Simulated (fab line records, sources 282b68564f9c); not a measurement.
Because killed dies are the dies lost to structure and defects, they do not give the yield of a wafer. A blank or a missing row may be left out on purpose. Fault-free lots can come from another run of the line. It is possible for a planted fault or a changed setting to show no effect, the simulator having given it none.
Which tool did it? / flow rit_cmos / 14 lots, 42 wafers sampled, at 4 steps of a route of 202

## WHAT THE GAUGES READ, wafer by wafer
RIT_CONTACT_CD_MEAS_90 targets a cd of 1000 nm. Usual: cd_nm at 1001.0 nm, with a standard deviation of 2.3.
lot=L863; measured=day 3 15:17; on=cd_sem-01; cd_nm (nm)=1002.9 1004.4 1001.2; flag=
lot=L864; measured=day 4 00:40; on=cd_sem-01; cd_nm (nm)=1005.3 1006.6 1003.6; flag=
lot=L865; measured=day 4 03:53; on=cd_sem-02; cd_nm (nm)=997.6 1002.1 1000.4; flag=
lot=L868; measured=day 4 12:47; on=cd_sem-01; cd_nm (nm)=1000.7 998.3 1001.7; flag=
lot=L869; measured=day 4 20:20; on=cd_sem-01; cd_nm (nm)=999.6 1002.6 1001.5; flag=
lot=L870; measured=day 5 02:37; on=cd_sem-01; cd_nm (nm)=1001.1 1001.3 1001.7; flag=
lot=L871; measured=day 5 06:45; on=cd_sem-01; cd_nm (nm)=999.2 998.8 997.6; flag=
lot=L872; measured=day 5 11:04; on=cd_sem-01; cd_nm (nm)=1003.5 1000.9 1000.8; flag=
lot=L879; measured=day 6 20:13; on=cd_sem-01; cd_nm (nm)=1000.5 1000.1 1002.8; flag=
lot=L880; measured=day 6 22:59; on=cd_sem-01; cd_nm (nm)=997.5 997.8 998.8; flag=
lot=L881; measured=day 7 04:37; on=cd_sem-02; cd_nm (nm)=999.5 997.2 999.4; flag=
lot=L883; measured=day 7 12:05; on=cd_sem-01; cd_nm (nm)=1001.8 1003.7 1002.2; flag=
lot=L885; measured=day 7 23:37; on=cd_sem-01; cd_nm (nm)=999.0 999.9 997.4; flag=
lot=L886; measured=day 8 07:02; on=cd_sem-02; cd_nm (nm)=1002.2 1001.0 1000.7; flag=

## WHAT TOOL EACH LOT RAN ON (gives the tool, then ch and the chambers of the sampled wafers, and finally the start)
lot=L863; RIT_GATE_ETCH_19=rie_si-02 ch 0,3, day 2 22:08; RIT_NSD_STRIP_09=plasma_asher-01 ch 0,1, day 3 09:49; RIT_CONTACT_STRIP_12=plasma_asher-01 ch 0,1, day 3 15:06
lot=L864; RIT_GATE_ETCH_19=rie_si-01 ch 0,1,2, day 3 03:25; RIT_NSD_STRIP_09=plasma_asher-01 ch 1, day 3 18:49; RIT_CONTACT_STRIP_12=plasma_asher-03 ch 0,1, day 4 00:28
lot=L865; RIT_GATE_ETCH_19=rie_si-02 ch 2,3, day 3 10:15; RIT_NSD_STRIP_09=plasma_asher-03 ch 1, day 3 22:34; RIT_CONTACT_STRIP_12=plasma_asher-01 ch 1, day 4 03:41
lot=L868; RIT_GATE_ETCH_19=rie_si-01 ch 1,3, day 3 19:32; RIT_NSD_STRIP_09=plasma_asher-02 ch 0,1, day 4 07:34; RIT_CONTACT_STRIP_12=plasma_asher-01 ch 0,1, day 4 12:36
lot=L869; RIT_GATE_ETCH_19=rie_si-02 ch 0,1,2, day 4 03:20; RIT_NSD_STRIP_09=plasma_asher-03 ch 0,1, day 4 15:25; RIT_CONTACT_STRIP_12=plasma_asher-03 ch 0,1, day 4 20:09
lot=L870; RIT_GATE_ETCH_19=rie_si-01 ch 0,1,2, day 4 10:53; RIT_NSD_STRIP_09=plasma_asher-01 ch 0,1, day 4 21:27; RIT_CONTACT_STRIP_12=plasma_asher-03 ch 0,1, day 5 02:26
lot=L871; RIT_GATE_ETCH_19=rie_si-02 ch 0,2,3, day 4 15:18; RIT_NSD_STRIP_09=plasma_asher-01 ch 0,1, day 5 01:38; RIT_CONTACT_STRIP_12=plasma_asher-04 ch 0,1, day 5 06:35
lot=L872; RIT_GATE_ETCH_19=rie_si-01 ch 1,2, day 4 16:50; RIT_NSD_STRIP_09=plasma_asher-01 ch 0,1, day 5 05:51; RIT_CONTACT_STRIP_12=plasma_asher-01 ch 0,1, day 5 10:53
lot=L879; RIT_GATE_ETCH_19=rie_si-02 ch 1,2,3, day 6 04:37; RIT_NSD_STRIP_09=plasma_asher-02 ch 0,1, day 6 14:56; RIT_CONTACT_STRIP_12=plasma_asher-03 ch 0,1, day 6 20:02
lot=L880; RIT_GATE_ETCH_19=rie_si-01 ch 1,2,3, day 6 06:20; RIT_NSD_STRIP_09=plasma_asher-03 ch 0,1, day 6 17:52; RIT_CONTACT_STRIP_12=plasma_asher-03 ch 0,1, day 6 22:49
lot=L881; RIT_GATE_ETCH_19=rie_si-02 ch 1,2,3, day 6 10:20; RIT_NSD_STRIP_09=plasma_asher-01 ch 0,1, day 6 23:23; RIT_CONTACT_STRIP_12=plasma_asher-03 ch 0,1, day 7 04:27
lot=L883; RIT_GATE_ETCH_19=rie_si-02 ch 1,2,3, day 6 19:26; RIT_NSD_STRIP_09=plasma_asher-01 ch 0,1, day 7 06:58; RIT_CONTACT_STRIP_12=plasma_asher-01 ch 0,1, day 7 11:54
lot=L885; RIT_GATE_ETCH_19=rie_si-02 ch 1,2, day 7 08:16; RIT_NSD_STRIP_09=plasma_asher-03 ch 0,1, day 7 18:39; RIT_CONTACT_STRIP_12=plasma_asher-04 ch 0,1, day 7 23:26
lot=L886; RIT_GATE_ETCH_19=rie_si-01 ch 0,1,2, day 7 11:53; RIT_NSD_STRIP_09=plasma_asher-03 ch 0,1, day 8 01:35; RIT_CONTACT_STRIP_12=plasma_asher-03 ch 0,1, day 8 06:50
- RIT_GATE_ETCH_19: etches poly-Si in SF6/CHF3/O2, stops on SiO2, time 165 s, target depth 312.5 nm.
- RIT_NSD_STRIP_09: strips in O2, time 180 s.
- RIT_CONTACT_STRIP_12: strips in O2, time 180 s.

## WHAT THE TOOLS THEMSELVES READ (means of the sampled wafers that have a number; where no wafer has one, the mark that the record gives instead)
RIT_GATE_ETCH_19. Usual: CHF3_flow_sccm 30.00 sccm, standard deviation 0.083; O2_flow_sccm 5.000 sccm, standard deviation 0.016; drypump_motor_current_A 5.5 A, standard deviation 0.4; oes_product_au 0.855 a.u., standard deviation 0.0091; throttle_valve_pct 10.22 %, standard deviation 0.076.
lot=L863; tool=rie_si-02; CHF3_flow_sccm (sccm)=30.04; O2_flow_sccm (sccm)=5.003; drypump_motor_current_A (A)=5.7; oes_product_au (a.u.)=0.860; throttle_valve_pct (%)=10.34; flag=
lot=L864; tool=rie_si-01; CHF3_flow_sccm (sccm)=29.94; O2_flow_sccm (sccm)=4.996; drypump_motor_current_A (A)=5.1; oes_product_au (a.u.)=0.859; throttle_valve_pct (%)=10.18; flag=
lot=L865; tool=rie_si-02; CHF3_flow_sccm (sccm)=30.02; O2_flow_sccm (sccm)=5.003; drypump_motor_current_A (A)=5.6; oes_product_au (a.u.)=0.847; throttle_valve_pct (%)=10.16; flag=
lot=L868; tool=rie_si-01; CHF3_flow_sccm (sccm)=30.02; O2_flow_sccm (sccm)=5.016; drypump_motor_current_A (A)=5.4; oes_product_au (a.u.)=0.862; throttle_valve_pct (%)=10.17; flag=
lot=L869; tool=rie_si-02; CHF3_flow_sccm (sccm)=29.99; O2_flow_sccm (sccm)=4.990; drypump_motor_current_A (A)=5.9; oes_product_au (a.u.)=0.861; throttle_valve_pct (%)=10.25; flag=
lot=L870; tool=rie_si-01; CHF3_flow_sccm (sccm)=30.02; O2_flow_sccm (sccm)=4.998; drypump_motor_current_A (A)=5.1; oes_product_au (a.u.)=0.851; throttle_valve_pct (%)=10.18; flag=
lot=L871; tool=rie_si-02; CHF3_flow_sccm (sccm)=29.94; O2_flow_sccm (sccm)=5.010; drypump_motor_current_A (A)=5.7; oes_product_au (a.u.)=0.852; throttle_valve_pct (%)=10.25; flag=
lot=L872; tool=rie_si-01; CHF3_flow_sccm (sccm)=29.99; O2_flow_sccm (sccm)=4.992; drypump_motor_current_A (A)=5.2; oes_product_au (a.u.)=0.846; throttle_valve_pct (%)=10.18; flag=
lot=L879; tool=rie_si-02; CHF3_flow_sccm (sccm)=30.03; O2_flow_sccm (sccm)=4.986; drypump_motor_current_A (A)=5.9; oes_product_au (a.u.)=0.845; throttle_valve_pct (%)=10.21; flag=
lot=L880; tool=rie_si-01; CHF3_flow_sccm (sccm)=29.98; O2_flow_sccm (sccm)=5.011; drypump_motor_current_A (A)=5.3; oes_product_au (a.u.)=0.857; throttle_valve_pct (%)=10.20; flag=
lot=L881; tool=rie_si-02; CHF3_flow_sccm (sccm)=30.03; O2_flow_sccm (sccm)=4.997; drypump_motor_current_A (A)=5.8; oes_product_au (a.u.)=0.855; throttle_valve_pct (%)=10.21; flag=
lot=L883; tool=rie_si-02; CHF3_flow_sccm (sccm)=29.91; O2_flow_sccm (sccm)=5.018; drypump_motor_current_A (A)=5.9; oes_product_au (a.u.)=0.855; throttle_valve_pct (%)=10.20; flag=
lot=L885; tool=rie_si-02; CHF3_flow_sccm (sccm)=30.00; O2_flow_sccm (sccm)=4.997; drypump_motor_current_A (A)=6.1; oes_product_au (a.u.)=0.841; throttle_valve_pct (%)=10.22; flag=
lot=L886; tool=rie_si-01; CHF3_flow_sccm (sccm)=29.97; O2_flow_sccm (sccm)=4.981; drypump_motor_current_A (A)=5.1; oes_product_au (a.u.)=0.855; throttle_valve_pct (%)=10.17; flag=

RIT_NSD_STRIP_09. Usual: chamber_pressure_mTorr 4000 mTorr, standard deviation 4.1; drypump_motor_current_A 5.9 A, standard deviation 0.48.
lot=L863; tool=plasma_asher-01; chamber_pressure_mTorr (mTorr)=4001; drypump_motor_current_A (A)=5.8; flag=
lot=L864; tool=plasma_asher-01; chamber_pressure_mTorr (mTorr)=4001; drypump_motor_current_A (A)=5.2; flag=
lot=L865; tool=plasma_asher-03; chamber_pressure_mTorr (mTorr)=4003; drypump_motor_current_A (A)=6.3; flag=
lot=L868; tool=plasma_asher-02; chamber_pressure_mTorr (mTorr)=4001; drypump_motor_current_A (A)=6.5; flag=
lot=L869; tool=plasma_asher-03; chamber_pressure_mTorr (mTorr)=3999; drypump_motor_current_A (A)=6.2; flag=
lot=L870; tool=plasma_asher-01; chamber_pressure_mTorr (mTorr)=4000; drypump_motor_current_A (A)=5.9; flag=
lot=L871; tool=plasma_asher-01; chamber_pressure_mTorr (mTorr)=4001; drypump_motor_current_A (A)=5.5; flag=
lot=L872; tool=plasma_asher-01; chamber_pressure_mTorr (mTorr)=3999; drypump_motor_current_A (A)=5.5; flag=
lot=L879; tool=plasma_asher-02; chamber_pressure_mTorr (mTorr)=4002; drypump_motor_current_A (A)=6.4; flag=
lot=L880; tool=plasma_asher-03; chamber_pressure_mTorr (mTorr)=4003; drypump_motor_current_A (A)=6.3; flag=
lot=L881; tool=plasma_asher-01; chamber_pressure_mTorr (mTorr)=4004; drypump_motor_current_A (A)=5.5; flag=
lot=L883; tool=plasma_asher-01; chamber_pressure_mTorr (mTorr)=4001; drypump_motor_current_A (A)=5.9; flag=
lot=L885; tool=plasma_asher-03; chamber_pressure_mTorr (mTorr)=3999; drypump_motor_current_A (A)=6.2; flag=
lot=L886; tool=plasma_asher-03; chamber_pressure_mTorr (mTorr)=4005; drypump_motor_current_A (A)=6.2; flag=

RIT_CONTACT_STRIP_12. Usual: chamber_pressure_mTorr 4000 mTorr, standard deviation 3.8; drypump_motor_current_A 5.9 A, standard deviation 0.42.
lot=L863; tool=plasma_asher-01; chamber_pressure_mTorr (mTorr)=4003; drypump_motor_current_A (A)=5.5; flag=
lot=L864; tool=plasma_asher-03; chamber_pressure_mTorr (mTorr)=4000; drypump_motor_current_A (A)=6.2; flag=
lot=L865; tool=plasma_asher-01; chamber_pressure_mTorr (mTorr)=4001; drypump_motor_current_A (A)=5.2; flag=
lot=L868; tool=plasma_asher-01; chamber_pressure_mTorr (mTorr)=4003; drypump_motor_current_A (A)=5.5; flag=
lot=L869; tool=plasma_asher-03; chamber_pressure_mTorr (mTorr)=4000; drypump_motor_current_A (A)=6.2; flag=
lot=L870; tool=plasma_asher-03; chamber_pressure_mTorr (mTorr)=-; drypump_motor_current_A (A)=-; flag=OFF
lot=L871; tool=plasma_asher-04; chamber_pressure_mTorr (mTorr)=-; drypump_motor_current_A (A)=-; flag=OFF
lot=L872; tool=plasma_asher-01; chamber_pressure_mTorr (mTorr)=3999; drypump_motor_current_A (A)=5.9; flag=
lot=L879; tool=plasma_asher-03; chamber_pressure_mTorr (mTorr)=4000; drypump_motor_current_A (A)=6.2; flag=
lot=L880; tool=plasma_asher-03; chamber_pressure_mTorr (mTorr)=4000; drypump_motor_current_A (A)=6.2; flag=
lot=L881; tool=plasma_asher-03; chamber_pressure_mTorr (mTorr)=4002; drypump_motor_current_A (A)=6.2; flag=
lot=L883; tool=plasma_asher-01; chamber_pressure_mTorr (mTorr)=4001; drypump_motor_current_A (A)=5.5; flag=
lot=L885; tool=plasma_asher-04; chamber_pressure_mTorr (mTorr)=4001; drypump_motor_current_A (A)=5.8; flag=
lot=L886; tool=plasma_asher-03; chamber_pressure_mTorr (mTorr)=3998; drypump_motor_current_A (A)=6.3; flag=

## THE ANSWER, worked out from the rows above alone
Rule: a lot counts as off when the mean over its wafers that have a number is more than 3 standard deviations away from the usual mean. A lot without any number at a reading at which 4 lots or more have one is off too. All remaining lots with rows at the step are treated as sound. After the gauges, taken in route order, come the tools' own readings; for these a lot's mean is taken, as printed above. At the first step where some lot is off, the reading lying furthest off is the one used; lots without a number count as furthest.
Off at RIT_CONTACT_STRIP_12 (chamber_pressure_mTorr): L870, L871. Without a number there: L870, L871.
If a tool, at that step or one of the process steps before it, ran each lot that is off and ran no sound lot following the first of them, it fits. Not one of the candidates tried fits.

## WHAT HAD BEEN PUT IN BY THE SIMULATOR
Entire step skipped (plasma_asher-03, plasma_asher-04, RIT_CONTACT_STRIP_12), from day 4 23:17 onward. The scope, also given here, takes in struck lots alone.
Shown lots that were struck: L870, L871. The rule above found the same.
